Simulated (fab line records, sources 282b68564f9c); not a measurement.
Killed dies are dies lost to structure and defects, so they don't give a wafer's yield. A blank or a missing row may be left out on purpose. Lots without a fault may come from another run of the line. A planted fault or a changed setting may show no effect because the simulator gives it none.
fab line records | flow rit_cmos
record lots=6 wafers=17 last_day=7
route steps=202 shown PSD@150 SDANNEAL@153 NSD@158 PLDD@159 NLDD@160 SILICIDE@161 M1@202
lots that met no fault: from a run of the same line without faults
start_h: hours from the record's first day to the start of the lot's first wafer shown | wait_h: hours since the lot's step before | " the same as in the row above | L1.1+2: a row that stands for several wafers | - no value, or no start given | * or withheld: withheld | < > ~ a bound
route shown NAME@n: a module of which the file shows steps, and the number in the route of the first | usual: mean/standard deviation of fault-free wafers | same: alike in all rows | chamber/n: place in a boat | sites: the reading at each site | _std_site: their standard deviation | _edge_site: outer sites' mean less inner sites' | radius_mm: how far each site lies from the wafer's centre | mask NAME#n: copy n | behind: the tool/chamber that last shaped the wafer | hold: why the lot was held/for how many hours/how that ended | device: the transistor (n, p or np) that didn't switch | end of line: the same wafers' tests at the end of the route | a step without rows: its recipe alone | killed: dies lost to structure and defects at the first sort, not the wafer's yield | map: a wafer's dies, x killed, . not, _ none there
set.NAME: the setting as run; set.NAME@STEP: as run at that earlier step | model.NAME: the simulator's own value behind a step, which no gauge read
lots at some steps of the route; a table a step, a row a wafer
services: from which hour (start_h, from the record's first day; less than 0 if before it) a tool's chamber was out of use, for how many hours, and why
## steps
# step RIT_PSD_IMPLANT_08
# recipe species=BF2 energy_kev=27 dose_cm2=5e+15 tilt_deg=7
# step RIT_PSD_STRIP_09
# recipe chemistry=O2 time_s=180 resist=NOVOLAK platen_temp_c=withheld power_w=500 pressure_mtorr=4000 o2_flow_sccm=4000
# usual chamber_pressure_mTorr=4000/3.8 drypump_motor_current_A=6.03/0.19
# columns lot.wafer tool chamber start_h wait_h chamber_pressure_mTorr drypump_motor_current_A rf_hours_counter_h
L839.1 plasma_asher-04 0 54.19 0.1 3997 6.04 37
L839.3 " 1 " " 4003 6.43 -
L839.5 " 0 " " 4005 6.05 -
L841.1 plasma_asher-03 1 65.22 0.1 3992 5.95 29
L841.2 " 0 " " 3997 6.15 29
L841.4 " 1 " " 3995 5.99 -
L843.1 plasma_asher-03 0 71.83 0.1 3996 6.14 29
L843.4 " 0 " " 3998 6.16 -
L843.6 " 0 " " 4004 6.16 -
L850.2 plasma_asher-04 1 107.75 0.1 3997 6.40 44
L850.6 " 0 " " 3997 6.05 -
L851.3 plasma_asher-03 1 111.44 0.1 3994 5.96 -
L851.4 " 0 " " 4002 6.16 -
L851.6 " 0 " " 4000 6.14 -
L859.2 plasma_asher-02 0 158.30 0.1 3999 6.04 4
L859.3 " 1 " " 4001 5.70 -
L859.6 " 1 " " 3995 5.70 -
# step RIT_PSD_TW_MEAS_10
# usual PSD_TW=3413/31
# columns lot.wafer tool chamber start_h wait_h PSD_TW
L839.1 film_metro-02 - 54.37 0.1 3409
L839.3 " - " " 3414
L839.5 " - " " 3410
L841.1 film_metro-01 - 65.40 0.1 3382
L841.2 " - " " 3384
L841.4 " - " " 3384
L843.1 film_metro-04 - 72.01 0.1 3447
L843.4 " - " " 3430
L843.6 " - " " 3457
L850.2 film_metro-01 - 107.93 0.1 3369
L850.6 " - " " 3375
L851.3 film_metro-04 - 111.58 0.1 3444
L851.4 " - " " 3445
L851.6 " - " " 3442
L859.2 film_metro-01 - 158.49 0.1 3405
L859.3 " - " " 3389
L859.6 " - " " 3407
# step RIT_SDANNEAL_CLEAN_00
# recipe chemistry=SC1 mix=3:3:50 time_s=600 temp_c=73.87
# step RIT_SDANNEAL_CLEAN_01
# recipe chemistry=dHF dilution=50:1 time_s=30
# step RIT_SDANNEAL_CLEAN_02
# recipe chemistry=SC2 mix=3:3:50 time_s=600 temp_c=75 dry=n2_spin
# step RIT_SDANNEAL_RTA_03
# recipe temp_c=1050 time_s=5 idle_temp_c=600 ramp_up_c_per_s=342 ramp_down_c_per_s=171 cool_to_c=600 ambient=N2
# usual wafer_temp_C_max=1053.5/1.2
# columns lot.wafer tool chamber start_h wait_h wafer_temp_C_max
L839.1 rtp_anneal-02 0 54.80 0.0 1052.7
L839.3 " 0 " " 1053.3
L839.5 " 0 " " 1053.1
L841.1 rtp_anneal-02 0 66.17 0.0 1051.2
L841.2 " 0 " " 1053.7
L841.4 " 0 " " 1053.1
L843.1 rtp_anneal-02 0 72.43 0.0 1054.2
L843.4 " 0 " " 1054.2
L843.6 " 0 " " 1053.1
L850.2 rtp_anneal-01 0 108.36 0.0 1055.3
L850.6 " 0 " " 1053.3
L851.3 rtp_anneal-02 0 112.00 0.0 1053.0
L851.4 " 0 " " 1054.0
L851.6 " 0 " " 1052.6
L859.2 rtp_anneal-02 0 158.95 0.0 1053.5
L859.3 " 0 " " 1053.8
L859.6 " 0 " " 1053.3
# step RIT_SDANNEAL_RS_MEAS_04
# recipe thk_meas_gauge=four-point-probe
# usual PSD_RS=115.90/0.28
# columns lot.wafer tool chamber start_h wait_h PSD_RS[ohm/sq]
L839.1 film_metro-04 - 54.85 0.0 115.96
L839.3 " - " " 116.08
L839.5 " - " " 116.21
L841.1 film_metro-02 - 66.23 0.0 116.35
L841.2 " - " " 116.02
L841.4 " - " " 115.77
L843.1 film_metro-02 - 72.49 0.0 115.91
L843.4 " - " " 115.65
L843.6 " - " " 115.52
L850.2 film_metro-02 - 108.43 0.1 115.72
L850.6 " - " " 115.90
L851.3 film_metro-01 - 112.08 0.1 115.32
L851.4 " - " " 115.11
L851.6 " - " " 115.79
L859.2 film_metro-04 - 159.02 0.1 116.24
L859.3 " - " " 116.14
L859.6 " - " " 115.99
# step RIT_SDANNEAL_RS_MEAS_05
# recipe thk_meas_gauge=four-point-probe
# usual NSD_RS=84.6/0.31
# columns lot.wafer tool chamber start_h wait_h NSD_RS[ohm/sq]
L839.1 film_metro-04 - 54.97 0.1 84.6
L839.3 " - " " 84.5
L839.5 " - " " 84.4
L841.1 film_metro-02 - 66.35 0.1 84.4
L841.2 " - " " 84.8
L841.4 " - " " 84.6
L843.1 film_metro-02 - 72.61 0.1 84.6
L843.4 " - " " 84.2
L843.6 " - " " 84.6
L850.2 film_metro-02 - 108.55 0.1 84.9
L850.6 " - " " 84.6
L851.3 film_metro-01 - 112.20 0.1 85.0
L851.4 " - " " 84.8
L851.6 " - " " 85.0
L859.2 film_metro-04 - 159.14 0.1 84.3
L859.3 " - " " 84.4
L859.6 " - " " 84.9
# step RIT_SDANNEAL_RS_MEAS_06
# recipe thk_meas_gauge=four-point-probe
# usual PLDD_RS=178.6/0.39
# columns lot.wafer tool chamber start_h wait_h PLDD_RS[ohm/sq]
L839.1 film_metro-04 - 55.09 0.1 178.5
L839.3 " - " " 178.6
L839.5 " - " " 178.9
L841.1 film_metro-02 - 66.47 0.1 179.1
L841.2 " - " " 178.8
L841.4 " - " " 178.6
L843.1 film_metro-02 - 72.73 0.1 178.8
L843.4 " - " " 178.4
L843.6 " - " " 178.5
L850.2 film_metro-02 - 108.67 0.1 178.7
L850.6 " - " " 178.5
L851.3 film_metro-01 - 112.32 0.1 178.7
L851.4 " - " " 178.1
L851.6 " - " " 178.7
L859.2 film_metro-04 - 159.26 0.1 178.4
L859.3 " - " " 178.3
L859.6 " - " " 178.3
# step RIT_SDANNEAL_RS_MEAS_07
# recipe thk_meas_gauge=four-point-probe
# usual NLDD_RS=151.8/0.5
# columns lot.wafer tool chamber start_h wait_h NLDD_RS[ohm/sq]
L839.1 film_metro-04 - 55.21 0.1 152.0
L839.3 " - " " 151.7
L839.5 " - " " 152.3
L841.1 film_metro-02 - 66.59 0.1 152.3
L841.2 " - " " 150.8
L841.4 " - " " 152.0
L843.1 film_metro-02 - 72.85 0.1 151.7
L843.4 " - " " 152.0
L843.6 " - " " 152.2
L850.2 film_metro-02 - 108.79 0.1 151.3
L850.6 " - " " 151.7
L851.3 film_metro-01 - 112.44 0.1 150.8
L851.4 " - " " 151.0
L851.6 " - " " 150.5
L859.2 film_metro-04 - 159.38 0.1 150.7
L859.3 " - " " 151.4
L859.6 " - " " 150.8
# step RIT_SILICIDE_WET_ETCH_00
# recipe chemistry=BOE target=SiO2 target_depth_nm=14 time_s=15 dry=n2_spin dilution=10:1 temp_c=21.5
# step RIT_SILICIDE_SPUTTER_01
# recipe material=Ti target_thk_nm=30 power_w=350 chamber_pressure_pa=0.667 gas=Ar time_s=240 substrate_temp_c=25
# usual throttle_valve_pct=29.9/0.92
# columns lot.wafer tool chamber start_h wait_h throttle_valve_pct model.Ti_of_SILICIDE_SPUTTER_01.thk_nm
L839.1 pvd_sputter-03 - 55.35 0.0 30.0 30.09
L839.3 " - " " 28.2 30.29
L839.5 " - " " 28.3 30.11
L841.1 pvd_sputter-03 - 66.72 0.0 29.8 30.02
L841.2 " - " " 28.7 29.81
L841.4 " - " " 28.2 30.2
L843.1 pvd_sputter-03 - 72.98 0.0 28.3 30.37
L843.4 " - " " 28.2 30.21
L843.6 " - " " 30.1 35.09
L850.2 pvd_sputter-03 - 108.90 0.0 28.6 30.36
L850.6 " - " " 29.9 34.89
L851.3 pvd_sputter-04 - 112.54 0.0 30.8 29.19
L851.4 " - " " 30.6 29.07
L851.6 " - " " 30.4 29.75
L859.2 pvd_sputter-04 - 159.49 0.0 30.9 29.51
L859.3 " - " " 30.7 29.48
L859.6 " - " " 31.0 29.44
# step RIT_SILICIDE_RS_MEAS_02
# recipe thk_meas_gauge=four-point-probe reads=Ti_of_SILICIDE_SPUTTER_01
# usual SILICIDE_TI_RS=48.0/0.73
# columns lot.wafer tool chamber start_h wait_h SILICIDE_TI_RS[ohm/sq]
L839.1 film_metro-02 - 55.50 0.1 47.7
L839.3 " - " " 47.2
L839.5 " - " " 47.7
L841.1 film_metro-04 - 66.87 0.1 47.8
L841.2 " - " " 48.3
L841.4 " - " " 47.5
L843.1 film_metro-03 - 73.13 0.1 47.2
L843.4 " - " " 47.5
L843.6 " - " " 39.5
L850.2 film_metro-03 - 109.07 0.1 47.2
L850.6 " - " " 39.7
L851.3 film_metro-03 - 112.73 0.1 49.6
L851.4 " - " " 49.8
L851.6 " - " " 48.4
L859.2 film_metro-04 - 159.66 0.1 49.0
L859.3 " - " " 48.9
L859.6 " - " " 49.0
# step RIT_SILICIDE_THK_MEAS_03
# recipe thk_meas_gauge=xrf reads=Ti_of_SILICIDE_SPUTTER_01
# usual SILICIDE_TI_THK=29.7/0.38
# columns lot.wafer tool chamber start_h wait_h SILICIDE_TI_THK[nm]
L839.1 film_metro-02 - 55.62 0.1 30.0
L839.3 " - " " 30.2
L839.5 " - " " 29.8
L841.1 film_metro-04 - 66.99 0.1 29.6
L841.2 " - " " 29.4
L841.4 " - " " 29.7
L843.1 film_metro-03 - 73.25 0.1 30.2
L843.4 " - " " 30.0
L843.6 " - " " 34.8
L850.2 film_metro-03 - 109.18 0.1 30.2
L850.6 " - " " 34.5
L851.3 film_metro-03 - 112.83 0.1 29.0
L851.4 " - " " 28.8
L851.6 " - " " 29.6
L859.2 film_metro-04 - 159.77 0.1 29.2
L859.3 " - " " 29.2
L859.6 " - " " 29.1
# step RIT_SILICIDE_RTA_04
# recipe temp_c=650 time_s=10 idle_temp_c=25 ramp_up_s=5 ramp_down_s=5 cool_to_c=25 ambient=N2
# usual wafer_temp_C_max=653.7/0.72
# columns lot.wafer tool chamber start_h wait_h wafer_temp_C_max
L839.1 rtp_anneal-01 0 55.68 0.1 653.5
L839.3 " 0 " " 654.1
L839.5 " 0 " " 652.7
L841.1 rtp_anneal-01 0 67.05 0.1 654.1
L841.2 " 0 " " 654.3
L841.4 " 0 " " 653.5
L843.1 rtp_anneal-01 0 73.31 0.1 653.2
L843.4 " 0 " " 654.0
L843.6 " 0 " " 653.3
L850.2 rtp_anneal-02 0 109.24 0.1 655.5
L850.6 " 0 " " 654.2
L851.3 rtp_anneal-01 0 112.89 0.1 653.2
L851.4 " 0 " " 653.4
L851.6 " 0 " " 654.5
L859.2 rtp_anneal-01 0 159.83 0.1 653.6
L859.3 " 0 " " 653.1
L859.6 " 0 " " 654.3
# step RIT_M1_PROBE_99
# usual killed_at_contacts=0.0/0.2 killed_at_front_end=6.6/2.8 killed_dies=6.6/2.8 killed_open=3.3/1.9 killed_short=3.2/1.8
# same gross_dies=264 killed_at_M0_to_M3=0 killed_at_M4_up=0 killed_at_back_side=0 killed_at_other=0
# columns lot.wafer tool chamber start_h wait_h killed_at_contacts killed_at_front_end killed_dies killed_open killed_short model.etest.npoly_line.line_ohm_um model.etest.ppoly_line.line_ohm_um model.etest.contact_pplus.end_ohm_um model.etest.contact_nplus.end_ohm_um model.etest.npoly_line.rs_ohm_sq model.etest.ppoly_line.rs_ohm_sq model.etest.nmos_0p15.junction_log10_a_um model.etest.npoly_sal.rs_ohm_sq
L839.1 prober-02 - 62.41 0.1 0 2 2 1 1 170.7 165.2 44.05 41.41 16.9 16.54 -13.6 4.319
L839.3 prober-02 - 62.51 0.2 0 4 4 0 4 173.6 169.4 43.6 42.65 16.96 16.55 -13.39 4.342
L839.5 prober-02 - 62.61 0.2 0 9 9 6 3 175.1 168.1 44.22 40.8 16.98 16.46 -13.7 4.338
L841.1 prober-02 - 73.59 0.1 0 4 4 3 1 169.4 162.9 42.53 41.38 17.02 16.57 -13.22 4.321
L841.2 prober-02 - 73.64 0.1 0 6 6 3 3 172.2 165.9 42.18 41.54 17.08 16.58 -13.54 4.41
L841.4 prober-02 - 73.74 0.2 0 8 8 3 5 168.7 163.8 42.67 42.71 16.93 16.32 -13.55 4.345
L843.1 prober-02 - 79.82 0.1 1 4 5 4 1 169.7 163.5 44.76 42.59 16.98 16.43 -13.6 4.308
L843.4 prober-02 - 79.97 0.2 0 5 5 2 3 168.8 164.6 44.43 40.87 16.91 16.41 -13.49 4.293
L843.6 prober-02 - 80.07 0.2 0 7 7 3 4 151.8 145.8 52.02 48.27 15.22 14.75 -12.97 3.802
L850.2 prober-01 - 116.11 0.1 0 5 5 3 2 163.3 156.4 43.78 42.62 16.78 16.26 -13.45 4.33
L850.6 prober-01 - 116.31 0.2 0 5 5 3 2 151.3 147.6 50.09 49.28 15.24 14.92 -12.79 3.816
L851.3 prober-02 - 119.52 0.2 0 7 7 2 5 169.3 162.4 42.85 41.69 17.35 16.89 -13.65 4.528
L851.4 prober-02 - 119.57 0.2 0 14 14 8 6 170.5 165.4 41.64 40.99 17.38 16.85 -13.7 4.521
L851.6 prober-02 - 119.67 0.2 1 10 11 3 8 171 169.2 43.44 42.97 17.26 16.75 -13.54 4.415
L859.2 prober-02 - 167.69 0.1 0 2 2 1 1 169.6 162.1 42.31 40.12 17.28 16.74 -13.49 4.423
L859.3 prober-02 - 167.74 0.2 0 4 4 3 1 173.3 170.5 42.83 39.24 17.22 16.74 -13.65 4.425
L859.6 prober-02 - 167.89 0.2 0 7 7 3 4 170.3 162.9 42.5 40.44 17.18 16.61 -13.6 4.414
# killed by level:class
L839.1 FOX1:geometric_particle:short=1 SILICIDE:geometric_particle:open=1
L839.3 REOX:geometric_particle:short=2 FOX1:geometric_particle:short=1 GATE:geometric_particle:short=1
L839.5 FOX1:geometric_particle:open=3 FOX1:geometric_particle:short=2 FOX2:geometric_particle:open=1 FOX2:geometric_particle:short=1 GATE:geometric_particle:open=1 SILICIDE:geometric_particle:open=1
L841.1 FOX2:geometric_particle:open=1 GATE:geometric_particle:open=1 SPACER:geometric_particle:short=1 SILICIDE:geometric_particle:open=1
L841.2 GATE:geometric_particle:short=2 GATE:geometric_particle:open=2 REOX:geometric_particle:open=1 SPACER:geometric_particle:short=1
L841.4 SPACER:geometric_particle:open=2 SILICIDE:geometric_particle:short=2 GATE:geometric_particle:short=1 REOX:geometric_particle:open=1 REOX:geometric_particle:short=1 SPACER:geometric_particle:short=1
L843.1 FOX1:geometric_particle:open=1 FOX2:geometric_particle:open=1 GATE:geometric_particle:open=1 SILICIDE:geometric_particle:short=1 CONTACT:geometric_particle:open=1
L843.4 GATE:geometric_particle:short=2 FOX1:geometric_particle:open=1 FOX2:geometric_particle:short=1 GATE:geometric_particle:open=1
L843.6 GATE:geometric_particle:open=2 SILICIDE:geometric_particle:short=2 FOX1:geometric_particle:open=1 GATE:geometric_particle:short=1 SPACER:geometric_particle:short=1
L850.2 FOX2:geometric_particle:open=2 FOX1:geometric_particle:short=1 SPACER:geometric_particle:short=1 SPACER:geometric_particle:open=1
L850.6 FOX1:geometric_particle:short=1 GATE:geometric_particle:open=1 GATE:geometric_particle:short=1 REOX:geometric_particle:open=1 SILICIDE:geometric_particle:open=1
L851.3 FOX2:geometric_particle:short=2 REOX:geometric_particle:short=2 FOX2:geometric_particle:open=1 GATE:geometric_particle:open=1 GATE:geometric_particle:short=1
L851.4 GATE:geometric_particle:short=3 GATE:geometric_particle:open=3 FOX2:geometric_particle:short=2 FOX2:geometric_particle:open=2 FOX1:geometric_particle:open=1 REOX:geometric_particle:open=1 SPACER:geometric_particle:open=1 SILICIDE:geometric_particle:short=1
L851.6 FOX2:geometric_particle:short=4 FOX1:geometric_particle:short=1 GATE:geometric_particle:short=1 GATE:geometric_particle:open=1 SPACER:geometric_particle:open=1 SILICIDE:geometric_particle:open=1 SILICIDE:geometric_particle:short=1 CONTACT:geometric_particle:short=1
L859.2 FOX2:geometric_particle:short=1 SILICIDE:geometric_particle:open=1
L859.3 GATE:geometric_particle:open=3 FOX1:geometric_particle:short=1
L859.6 GATE:geometric_particle:short=2 REOX:geometric_particle:open=2 REOX:geometric_particle:short=1 SILICIDE:geometric_particle:open=1 SILICIDE:geometric_particle:short=1
## services
# columns tool chamber start_h hours kind
plasma_asher-02 - 47.67 6.0 repair
plasma_asher-03 - 57.27 5.9 repair
pvd_sputter-04 - 75.25 3.1 repair
pvd_sputter-03 - 75.93 2.6 repair
plasma_asher-02 - 77.79 6.2 repair
plasma_asher-02 - 108.75 9.0 pm
plasma_asher-02 0 108.75 9.0 vent_cycle
plasma_asher-02 1 108.75 9.0 vent_cycle
plasma_asher-02 0 117.75 - clean
plasma_asher-02 1 117.75 - clean
## key
first_sign step=RIT_SILICIDE_RS_MEAS_02 reading=SILICIDE_TI_RS direction=down sigmas=11 usual=48.0 struck=39.6
effect step=RIT_SILICIDE_THK_MEAS_03 reading=SILICIDE_TI_THK direction=up sigmas=13 usual=29.7 struck=34.7
model_effect step=RIT_SILICIDE_SPUTTER_01 value=Ti_of_SILICIDE_SPUTTER_01.thk_nm without=30.34 struck=34.99
model_effect step=RIT_M1_PROBE_99 value=etest.npoly_line.line_ohm_um without=162.7 struck=151.6
met_at RIT_SILICIDE_SPUTTER_01
struck_wafers L843.6,L850.6
tester_left_out L843,L850
onset_between 66.72 72.98
fault kind=process_parameter_drift tool=pvd_sputter-03 chamber=- onset_h=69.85 steps=RIT_SILICIDE_SPUTTER_01 channel=time_s offset=* shape=step end_h=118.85 acts_in=* stated=* scope=struck_wafers_only
# tester_left_out: of these lots the tester's yield and bins aren't shown, on N5 and GAA mostly nor the transistor test; their killed dies are dies lost to structure and defects alone, not to doping, threshold or leakage, so they don't give the yield
